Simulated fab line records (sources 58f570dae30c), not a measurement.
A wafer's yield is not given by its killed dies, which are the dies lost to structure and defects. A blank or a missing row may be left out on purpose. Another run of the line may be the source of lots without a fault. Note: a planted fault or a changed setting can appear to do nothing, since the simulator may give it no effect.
Chamber matching	flow berkeley_cmos170	4 sister chambers for UCB170_GATE_ETCH_15 on rie_si-02
The step etches poly-Si in HBr/Cl2, stops on SiO2, time 56.3 s, target depth 278.2 nm. 4 wafers are shown with their chamber, then 7 later ones without.

## WAFERS, EACH WITH ITS CHAMBER
wafer	chamber	throttle_valve_pct (%)
L371.1	1	26.76
L373.2	2	26.36
L378.2	0	26.37
L378.3	3	26.49

## WAFERS WHOSE CHAMBER IS MISSING
wafer	throttle_valve_pct (%)
L378.4	26.37
L381.2	26.37
L381.3	26.77
L381.4	26.37
L384.1	26.36
L384.3	26.36
L384.4	26.77

## CHAMBER TAKEN BY EACH
wafer	from the rows above	in truth
L378.4	can't be placed: 0 or 2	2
L381.2	can't be placed: 0 or 2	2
L381.3	1	1
L381.4	can't be placed: 0 or 2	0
L384.1	can't be placed: 2 or 0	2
L384.3	can't be placed: 2 or 0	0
L384.4	1	1
Correct placement for 2 of the 7. Unplaceable from these rows: 5, with the true chamber sitting among the candidates in 5. Number placed wrongly: 0.
How it was worked out, from the rows above alone: a wafer's distance from a chamber is the root of the sum, over the readings, of the square of ((its reading less the chamber's mean) divided by the reading's scatter). The wafer belongs to the nearest chamber; if the next one is less than 2 further off, it can't be placed. Each chamber's mean is taken over the wafers shown for it. The scatter (one wafer shown for each chamber): square how far every hidden wafer sits from the nearest shown wafer, average those squares and take the square root.
